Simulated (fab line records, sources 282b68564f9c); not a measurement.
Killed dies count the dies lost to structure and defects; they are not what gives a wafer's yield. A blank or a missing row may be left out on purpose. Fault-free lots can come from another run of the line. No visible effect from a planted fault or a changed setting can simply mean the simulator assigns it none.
fab line records	flow ritCmos
record lots=7	wafers=19	lastDay=6
route steps=202 shown GATE@79 FOX2@80 M1@202
lots that met no fault: from a run of the same line without faults
startH: start of the lot's first displayed wafer, in hours after the record's first day	waitH: how many hours have passed since the lot's step before this one	" identical to the entry in the row above	L1.1+2: a single row standing in for several wafers	- no value, or no start was given	* or withheld: withheld	< > ~ a bound
route shown NAME@n: a module of which the file shows steps, and the number in the route of the first	usual: mean and standard deviation over wafers with no fault	same: alike in all rows	chamber/n: place in a boat	sites: each site's reading	_std_site: the values' standard deviation	_edge_site: outer sites' mean less inner sites'	radiusMm: how far each site lies from the wafer's centre	mask NAME#n: copy n	behind: the tool/chamber that last shaped the wafer	hold: the reason the lot was held/the length of the hold in hours/how it ended	device: the n, p or np transistor that did not switch	end of line: tests run on the same wafers once the route is complete	step lacking rows: just its recipe	killed: not the wafer's yield, but the dies lost to structure and defects at the first sort	map: the dies of a wafer, with x for killed, . for not killed, _ for no die there
set.NAME: the setting that was run; set.NAME@STEP: the one run at that earlier step	model.NAME: the simulator's own value behind a step, which no gauge read
a table for each step, a row for each wafer; lots at some steps of the route
services: a tool's chamber out of use, with start hour (startH, from the record's first day; less than 0 if before it), hours out, and reason
## steps
# step RIT_GATE_CLEAN_04
# recipe chemistry=dHF	dilution=50:1	timeS=60	dry=n2Spin
# step RIT_FOX2_THK_MEAS_91
# recipe reads=SiO2_of_FOX2_OXIDATION_00
# usual FIELD_OXIDE_LEFT_2_THK=257/6.4
lot.wafer	tool	chamber	startH	waitH	FIELD_OXIDE_LEFT_2_THK[nm]
L182.1	filmMetro-01	-	53.29	0.3	263
L182.4	"	-	"	"	256
L182.5	"	-	"	"	259
L185.1	filmMetro-01	-	71.15	0.0	263
L185.3	"	-	"	"	255
L185.4	"	-	"	"	258
L187.1	filmMetro-03	-	78.83	0.0	257
L187.2	"	-	"	"	259
L187.3	"	-	"	"	260
L188.1	filmMetro-04	-	81.90	0.0	262
L190.3	filmMetro-01	-	93.58	0.0	258
L190.4	"	-	"	"	258
L190.5	"	-	"	"	256
L192.1	filmMetro-01	-	103.26	0.0	246
L192.2	"	-	"	"	248
L192.4	"	-	"	"	249
L196.1	filmMetro-04	-	124.07	0.0	268
L196.4	"	-	"	"	266
L196.6	"	-	"	"	262
# step RIT_GATE_OXIDATION_05
# recipe tempC=900	ambient=O2	targetThkA=30	oxTimeS=270
# step RIT_GATE_ANNEAL_06
# recipe tempC=900	timeS=600	ambient=N2O
# step RIT_GATE_THK_MEAS_07
# recipe reads=SiO2_of_GATE_OXIDATION_05
# usual GATE_OXIDE_THK=3.01/0.067
lot.wafer	tool	chamber	startH	waitH	GATE_OXIDE_THK[nm]
L182.1	filmMetro-04	-	54.67	0.0	2.93
L182.4	"	-	"	"	2.95
L182.5	"	-	"	"	2.91
L185.1	filmMetro-04	-	73.16	0.0	3.10
L185.3	"	-	"	"	3.13
L185.4	"	-	"	"	3.06
L187.1	filmMetro-03	-	83.11	0.0	3.01
L187.2	"	-	"	"	3.03
L187.3	"	-	"	"	3.10
L188.1	filmMetro-01	-	84.43	0.0	2.92
L190.3	filmMetro-03	-	94.96	0.0	2.86
L190.4	"	-	"	"	2.90
L190.5	"	-	"	"	2.93
L192.1	filmMetro-01	-	104.65	0.0	2.97
L192.2	"	-	"	"	3.00
L192.4	"	-	"	"	2.99
L196.1	filmMetro-04	-	125.79	0.0	3.06
L196.4	"	-	"	"	3.03
L196.6	"	-	"	"	2.99
# step RIT_GATE_CVD_08
# recipe material=poly-Si	targetThkNm=250	tempC=610	precursor=SiH4	timeS=2220	pressureMtorr=300	sih4FlowSccm=100
# step RIT_GATE_THK_MEAS_09
# recipe reads=poly-Si_of_GATE_CVD_08
# usual GATE_POLY_THK=250.0/2.9
lot.wafer	tool	chamber	startH	waitH	GATE_POLY_THK[nm]
L182.1	filmMetro-01	-	57.70	0.0	253.1
L182.4	"	-	"	"	251.3
L182.5	"	-	"	"	253.1
L185.1	filmMetro-01	-	75.13	0.0	245.9
L185.3	"	-	"	"	248.4
L185.4	"	-	"	"	248.0
L187.1	filmMetro-01	-	86.09	0.0	254.4
L187.2	"	-	"	"	254.1
L187.3	"	-	"	"	255.3
L188.1	filmMetro-03	-	86.19	0.0	253.2
L190.3	filmMetro-03	-	96.64	0.0	247.9
L190.4	"	-	"	"	248.9
L190.5	"	-	"	"	247.8
L192.1	filmMetro-01	-	106.33	0.0	251.7
L192.2	"	-	"	"	251.7
L192.4	"	-	"	"	250.7
L196.1	filmMetro-01	-	127.46	0.0	253.4
L196.4	"	-	"	"	249.0
L196.6	"	-	"	"	251.8
# step RIT_GATE_HMDS_10
# recipe primeTimeS=60	primeTempC=140
# step RIT_GATE_COAT_11
# recipe resist=NOVOLAK	spinRpm=4250	resistThkNm=857.1
# step RIT_GATE_SOFTBAKE_12
# recipe resist=NOVOLAK	tempC=90	timeS=60
# step RIT_GATE_EXPOSE_13
# recipe maskId=M6	na=0.6	sourceShape=conventional	sigmaOuter=0.6	targetCdNm=150	doseMj=380
# step RIT_GATE_PEB_14
# recipe resist=NOVOLAK	tempC=withheld	timeS=withheld
# step RIT_GATE_DEVELOP_15
# recipe resist=NOVOLAK	developTimeS=50	devTempC=23
# usual chillPlateTempC=22.99/0.11	developerTempC=22.97/0.12
# same developTimeS=50
lot.wafer	tool	chamber	startH	waitH	chillPlateTempC	developerTempC
L182.1	lithoTrack-04	0	58	-	23.08	22.96
L182.4	"	0	"	"	22.81	22.96
L182.5	"	0	"	"	23.00	22.89
L185.1	lithoTrack-01	0	76	-	22.87	23.04
L185.3	"	0	"	"	22.80	23.16
L185.4	"	0	"	"	22.97	23.17
L187.1	lithoTrack-01	0	86	-	23.10	22.26
L187.2	"	0	87	-	22.94	22.31
L187.3	"	0	"	"	22.94	22.10
L188.1	lithoTrack-01	0	87	-	23.20	22.46
L190.3	lithoTrack-01	0	97	-	22.80	22.23
L190.4	"	0	"	"	22.74	22.29
L190.5	"	0	"	"	22.87	22.10
L192.1	lithoTrack-02	0	107	-	22.98	23.02
L192.2	"	0	"	"	22.80	22.88
L192.4	"	0	"	"	23.04	22.88
L196.1	lithoTrack-02	0	128	-	22.87	22.86
L196.4	"	0	"	"	22.89	22.85
L196.6	"	0	"	"	22.96	23.02
# step RIT_GATE_CD_MEAS_16
# recipe targetCdNm=150
# usual cdNm=148.7/2.7
lot.wafer	tool	chamber	startH	waitH	cdNm
L182.1	cdSem-01	-	58.65	-	149.5
L182.4	"	-	"	"	152.8
L182.5	"	-	"	"	151.3
L185.1	cdSem-01	-	76.17	-	146.4
L185.3	"	-	"	"	148.2
L185.4	"	-	"	"	146.9
L187.1	cdSem-02	-	87.13	-	148.8
L187.2	"	-	"	"	145.7
L187.3	"	-	"	"	146.5
L188.1	cdSem-01	-	87.41	-	144.1
L190.3	cdSem-02	-	97.70	-	144.3
L190.4	"	-	"	"	144.2
L190.5	"	-	"	"	143.9
L192.1	cdSem-01	-	107.24	-	143.3
L192.2	"	-	"	"	144.8
L192.4	"	-	"	"	145.8
L196.1	cdSem-02	-	128.37	-	152.3
L196.4	"	-	"	"	151.7
L196.6	"	-	"	"	151.4
# step RIT_GATE_OVL_MEAS_17
# usual GATE_OVL=0.2/1.5
lot.wafer	tool	chamber	startH	waitH	GATE_OVL[nm]
L182.1	overlay-02	-	58.77	0.1	-0.6
L182.4	"	-	"	"	0.1
L182.5	"	-	"	"	1.0
L185.1	overlay-01	-	76.29	0.1	0.0
L185.3	"	-	"	"	0.9
L185.4	"	-	"	"	1.2
L187.1	overlay-02	-	87.25	0.1	-0.1
L187.2	"	-	"	"	-0.5
L187.3	"	-	"	"	-0.5
L188.1	overlay-01	-	87.53	0.1	4.4
L190.3	overlay-01	-	97.79	0.1	0.1
L190.4	"	-	"	"	-3.1
L190.5	"	-	"	"	-1.3
L192.1	overlay-02	-	107.36	0.1	-3.0
L192.2	"	-	"	"	0.3
L192.4	"	-	"	"	-2.0
L196.1	overlay-02	-	128.49	0.1	-0.1
L196.4	"	-	"	"	0.2
L196.6	"	-	"	"	0.0
# step RIT_GATE_HARDBAKE_18
# recipe resist=NOVOLAK	tempC=140	timeS=60
# step RIT_GATE_ETCH_19
# recipe chemistry=SF6/CHF3/O2	timeS=165	SF6_flow_sccm=30	CHF3_flow_sccm=30	O2_flow_sccm=5	target=poly-Si	pressureMtorr=40	rfW=160	targetDepthA=3125	overEtchFrac=0.25	stopOn=SiO2
# usual chamberPressureMTorr=40.00/0.036	drypumpMotorCurrentA=5.9/0.37	oesProductAu=0.845/0.015	throttleValvePct=10.37/0.11
lot.wafer	tool	chamber	startH	waitH	chamberPressureMTorr	drypumpMotorCurrentA	oesProductAu	rfHoursCounterH	throttleValvePct	model.GATE.cdNm
L182.1	rieSi-02	3	59.02	0.1	40.02	5.8	0.835	77	10.28	149.5
L182.4	"	2	"	"	40.02	6.4	0.837	73	10.43	152.6
L182.5	"	1	"	"	40.01	6.1	0.881	-	10.28	151.1
L185.1	rieSi-01	2	76.47	0.1	40.02	5.8	0.838	70	10.56	146.6
L185.3	"	1	"	"	39.95	5.8	0.839	52	10.47	148
L185.4	"	3	"	"	40.01	5.1	0.850	49	10.40	146.8
L187.1	rieSi-01	3	87.48	0.1	39.97	5.1	0.861	49	10.40	148.9
L187.2	"	0	"	"	40.05	6.1	0.861	28	10.22	145.5
L187.3	"	2	"	"	40.01	5.8	0.860	70	10.56	146.6
L188.1	rieSi-02	1	87.72	0.1	40.07	6.1	0.877	147	10.27	143.6
L190.3	rieSi-02	3	98.07	0.1	40.02	5.8	0.818	78	10.26	144.2
L190.4	"	1	"	"	39.98	6.1	0.860	147	10.27	144.4
L190.5	"	2	"	"	40.02	6.5	0.824	-	10.45	143.9
L192.1	rieSi-02	3	107.55	0.1	40.00	5.8	0.832	78	10.25	143.4
L192.2	"	2	"	"	40.01	6.5	0.839	74	10.45	144.6
L192.4	"	0	"	"	39.97	5.7	0.865	1	10.35	145.7
L196.1	rieSi-02	3	128.68	0.1	39.98	5.8	0.835	78	10.25	152
L196.4	"	0	"	"	39.96	5.7	0.854	-	10.33	152.1
L196.6	"	2	"	"	40.04	6.5	0.835	-	10.44	151.6
# step RIT_GATE_STRIP_20
# recipe chemistry=O2	timeS=180	resist=NOVOLAK	platenTempC=withheld	powerW=500	pressureMtorr=4000	o2FlowSccm=4000
# usual chamberPressureMTorr=4000/3.5	drypumpMotorCurrentA=5.5/0.4
lot.wafer	tool	chamber	startH	waitH	chamberPressureMTorr	drypumpMotorCurrentA	rfHoursCounterH
L182.1	plasmaAsher-04	1	59.13	0.1	4002	5.2	42
L182.4	"	0	"	"	3998	5.6	-
L182.5	"	1	"	"	4000	5.3	-
L185.1	plasmaAsher-03	1	76.58	0.1	3999	5.0	28
L185.3	"	1	"	"	4000	5.0	-
L185.4	"	0	"	"	4002	6.1	-
L187.1	plasmaAsher-04	1	87.59	0.1	4003	5.2	45
L187.2	"	0	"	"	3989	5.6	45
L187.3	"	1	"	"	4001	5.2	-
L188.1	plasmaAsher-02	1	87.83	0.1	4003	4.9	42
L190.3	plasmaAsher-03	1	98.23	0.1	4009	5.0	-
L190.4	"	0	"	"	4005	6.1	-
L190.5	"	0	"	"	3993	6.1	-
L192.1	plasmaAsher-04	1	107.66	0.1	4003	5.3	48
L192.2	"	0	"	"	3997	5.7	48
L192.4	"	0	"	"	3996	5.6	-
L196.1	plasmaAsher-03	0	128.79	0.1	3995	6.1	34
L196.4	"	0	"	"	3998	6.1	-
L196.6	"	0	"	"	3997	6.1	-
# step RIT_M1_PROBE_99
# usual killedAtContacts=0.1/0.29	killedAtFrontEnd=6/3	killedDies=7/3.1	killedOpen=3.2/1.9	killedShort=3.3/1.9
# same grossDies=264	killed_at_M0_to_M3=0	killed_at_M4_up=0	killedAtBackSide=0	killedAtOther=0
lot.wafer	tool	chamber	startH	waitH	killedAtContacts	killedAtFrontEnd	killedDies	killedOpen	killedShort	model.etest.ppolyLine.widthNm	model.etest.npolyLine.widthNm	model.etest.nmos_0p15.bvV
L182.1	prober-01	-	80.35	0.1	0	8	8	3	5	101.1	99.94	5.459
L182.4	prober-01	-	80.50	0.2	1	4	5	2	3	104	102.7	5.448
L182.5	prober-01	-	80.55	0.2	0	8	8	4	4	102.5	101.3	5.437
L185.1	prober-01	-	100.05	0.1	0	7	7	4	3	98.01	97.19	5.509
L185.3	prober-01	-	100.15	0.2	0	7	7	2	5	99.39	99.1	5.575
L185.4	prober-01	-	100.20	0.2	0	4	4	0	4	98.15	97.84	5.519
L187.1	prober-01	-	106.92	0.1	0	7	7	3	4	99.61	98.69	5.471
L187.2	prober-01	-	106.97	0.1	0	4	4	1	3	97.09	95.98	5.494
L187.3	prober-01	-	107.02	0.2	0	5	5	3	2	98.22	97.07	5.511
L188.1	prober-02	-	108.76	0.1	0	7	7	3	4	95.14	94.08	5.155
L190.3	prober-02	-	120.17	0.2	0	11	11	7	4	96.13	95.39	5.239
L190.4	prober-02	-	120.22	0.2	0	8	8	5	3	96.15	95.75	5.351
L190.5	prober-02	-	120.27	0.2	0	10	10	4	6	95.23	94.64	5.205
L192.1	prober-02	-	127.47	0.1	0	2	2	2	0	95.14	94.38	5.515
L192.2	prober-02	-	127.52	0.1	0	7	7	2	5	96.57	95.9	5.507
L192.4	prober-02	-	127.62	0.2	0	5	5	4	1	97.06	96.67	5.538
L196.1	prober-02	-	148.48	0.1	0	6	6	4	2	103.9	102.4	5.497
L196.4	prober-02	-	148.63	0.2	0	5	5	1	4	102.9	102.8	5.447
L196.6	prober-02	-	148.73	0.2	0	4	4	3	1	103.1	101.7	5.45
# killed by level:class
L182.1 FOX2:geometricParticle:short=2 GATE:geometricParticle:short=2 FOX1:geometricParticle:open=1 SPACER:geometricParticle:short=1 SPACER:geometricParticle:open=1 SILICIDE:geometricParticle:open=1
L182.4 GATE:geometricParticle:short=2 GATE:geometricParticle:open=1 SILICIDE:geometricParticle:short=1 CONTACT:geometricParticle:open=1
L182.5 FOX1:geometricParticle:open=2 GATE:geometricParticle:short=2 FOX1:geometricParticle:short=1 FOX2:geometricParticle:short=1 FOX2:geometricParticle:open=1 GATE:geometricParticle:open=1
L185.1 REOX:geometricParticle:open=3 GATE:geometricParticle:short=1 REOX:geometricParticle:short=1 SPACER:geometricParticle:open=1 SPACER:geometricParticle:short=1
L185.3 GATE:geometricParticle:short=2 REOX:geometricParticle:short=2 GATE:geometricParticle:open=1 SPACER:geometricParticle:open=1 SILICIDE:geometricParticle:short=1
L185.4 FOX1:geometricParticle:short=3 GATE:geometricParticle:short=1
L187.1 GATE:geometricParticle:open=2 GATE:geometricParticle:short=2 REOX:geometricParticle:short=2 REOX:geometricParticle:open=1
L187.2 FOX1:geometricParticle:short=3 GATE:geometricParticle:open=1
L187.3 GATE:geometricParticle:open=2 SPACER:geometricParticle:short=2 SILICIDE:geometricParticle:open=1
L188.1 SPACER:geometricParticle:short=3 REOX:geometricParticle:open=2 GATE:geometricParticle:short=1 SPACER:geometricParticle:open=1
L190.3 FOX2:geometricParticle:open=3 FOX1:geometricParticle:short=2 FOX1:geometricParticle:open=2 FOX2:geometricParticle:short=1 SPACER:geometricParticle:open=1 SILICIDE:geometricParticle:open=1 SILICIDE:geometricParticle:short=1
L190.4 FOX1:geometricParticle:open=2 GATE:geometricParticle:short=2 GATE:geometricParticle:open=2 FOX2:geometricParticle:short=1 SILICIDE:geometricParticle:open=1
L190.5 FOX1:geometricParticle:short=2 GATE:geometricParticle:open=2 SILICIDE:geometricParticle:short=2 FOX1:geometricParticle:open=1 FOX2:geometricParticle:open=1 GATE:geometricParticle:short=1 REOX:geometricParticle:short=1
L192.1 REOX:geometricParticle:open=1 SPACER:geometricParticle:open=1
L192.2 SPACER:geometricParticle:short=3 GATE:geometricParticle:short=2 GATE:geometricParticle:open=1 SILICIDE:geometricParticle:open=1
L192.4 GATE:geometricParticle:open=2 REOX:geometricParticle:open=1 SPACER:geometricParticle:short=1 SILICIDE:geometricParticle:open=1
L196.1 GATE:geometricParticle:short=1 GATE:geometricParticle:open=1 REOX:geometricParticle:open=1 SPACER:geometricParticle:open=1 SPACER:geometricParticle:short=1 SILICIDE:geometricParticle:open=1
L196.4 GATE:geometricParticle:short=3 REOX:geometricParticle:short=1 SILICIDE:geometricParticle:open=1
L196.6 GATE:geometricParticle:open=3 REOX:geometricParticle:short=1
## services
tool	chamber	startH	hours	kind
rieSi-02	-	49.39	0.2	repair
plasmaAsher-04	-	108.75	9.0	pm
plasmaAsher-04	0	108.75	9.0	ventCycle
plasmaAsher-04	1	108.75	9.0	ventCycle
plasmaAsher-04	0	117.75	-	clean
plasmaAsher-04	1	117.75	-	clean
rieSi-02	1	124.67	-	clean
rieSi-02	1	124.67	19.3	scheduledDown
rieSi-02	1	124.67	19.3	ventCycle
## key
firstSign step=RIT_GATE_DEVELOP_15	reading=developerTempC	direction=down	sigmas=6	usual=*	struck=*
effect none on later readings
modelEffect step=RIT_GATE_ETCH_19	value=GATE.cdNm	without=148.9	struck=145.3
modelEffect step=RIT_M1_PROBE_99	value=etest.ppolyLine.widthNm	without=100.4	struck=96.8
metAt RIT_GATE_DEVELOP_15
struckWafers L187.1,L187.2,L187.3,L188.1,L190.3,L190.4,L190.5
testerLeftOut L187,L188,L190
loopTrim step=RIT_GATE_EXPOSE_13	setting=dose	lots=L190
onsetBetween 76 86
fault kind=processParameterDrift	tool=lithoTrack-01	chamber=-	onsetH=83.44	steps=RIT_GATE_DEVELOP_15	channel=devTempC	offset=*	shape=step	endH=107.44	actsIn=*	stated=*
# testerLeftOut: of these lots the tester's yield and bins aren't shown, on N5 and GAA mostly nor the transistor test; their killed dies are dies lost to structure and defects alone, not to doping, threshold or leakage, so they don't give the yield
# loopTrim: a control loop set the setting to another value than it would have without faults
